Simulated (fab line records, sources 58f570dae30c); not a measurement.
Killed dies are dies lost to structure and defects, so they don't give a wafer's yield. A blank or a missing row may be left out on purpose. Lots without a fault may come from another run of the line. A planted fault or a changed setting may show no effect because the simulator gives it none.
Split-lot experiment | flow berkeley_cmos170 | 5 lots, 17 wafers read, on a route of 331 steps

THE SPLIT
At UCB170_M3_COAT_10 (resist thk 900 nm), the setting resist_thk_nm was moved away from the recipe's 900 nm on 5 of the 17 wafers read, by -3.5% to +3.5%. The other wafers ran this setting at the recipe's value.

The reading is taken at the split's own step.

THE READING
KrF_of_M3_COAT_10.thk_nm (the simulator's own value, which no gauge read), in nm, at UCB170_M3_COAT_10 (resist thk 900 nm). The file gives no usual value for it. The 12 wafers here that ran the recipe average 901.6 nm, standard deviation 1.7 nm.

wafer  | tool, chamber at the split | resist_thk_nm as run, nm | against the recipe | KrF_of_M3_COAT_10.thk_nm, nm | against lot-mates on the recipe
L077.3 | litho_track-04, 0          | 869.6                    | -3.4%              | 869.8                        | -33.0
L077.5 | litho_track-04, 0          | 900                      | recipe             | 902.8                        | -
L080.1 | litho_track-02, 0          | 868.2                    | -3.5%              | 868                          | -29.7
L080.6 | litho_track-02, 0          | 900                      | recipe             | 897.7                        | -
L081.1 | litho_track-04, 0          | 900                      | recipe             | 901.1                        | -
L081.2 | litho_track-04, 0          | 931.4                    | +3.5%              | 932.6                        | +31.1
L081.3 | litho_track-04, 0          | 900                      | recipe             | 901.8                        | -
L081.4 | litho_track-04, 0          | 931.4                    | +3.5%              | 930.9                        | +29.4
L081.5 | litho_track-04, 0          | 931.4                    | +3.5%              | 932.3                        | +30.8
L082.1 | litho_track-02, 0          | 900                      | recipe             | 902.9                        | -
L082.2 | litho_track-02, 0          | 900                      | recipe             | 901.9                        | -
L082.4 | litho_track-02, 0          | 900                      | recipe             | 899                          | -
L083.1 | litho_track-04, 0          | 900                      | recipe             | 903.4                        | -
L083.2 | litho_track-04, 0          | 900                      | recipe             | 902                          | -
L083.3 | litho_track-04, 0          | 900                      | recipe             | 900.5                        | -
L083.5 | litho_track-04, 0          | 900                      | recipe             | 903.5                        | -
L083.6 | litho_track-04, 0          | 900                      | recipe             | 902.9                        | -

THE FIT
A straight line over all 17 wafers: KrF_of_M3_COAT_10.thk_nm changes by +9.02 nm for each +1% of resist_thk_nm; r = +1.00; the points scatter about the line by 1.7 nm.
The same after taking each lot's own level away (the mean of its wafers on the recipe; 17 wafers): +8.87 nm for each +1%; r = +1.00; scatter 1.4 nm.
On that fit, the largest move of resist_thk_nm shifts the reading by 31 nm.
The lots' own levels span 897.70 to 902.80 nm, that is 3.0 times the standard deviation above.
So the lot-to-lot level changes the slope little: the two slopes agree.
Check: with one of the wafers moved furthest among these (-3.5%) left out of the fit, the line predicts -32.3 nm for it against its lot-mates. It came out at -29.7 nm against them.

OTHER SPLITS ON THESE WAFERS
These wafers also went through other splits before the reading. Each is held against what the fit with the lots' levels taken away leaves over:
other split on the same wafers | wafers away from the commonest value | r with KrF_of_M3_COAT_10.thk_nm (lot level and that fit taken away)
UCB170_M3_SPUTTER_01 power_w   | 3                                    | +0.18

THE FILE'S OWN FIT
KrF_of_M3_COAT_10.thk_nm changes by +8.87 nm for each +1% of resist_thk_nm, r = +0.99.
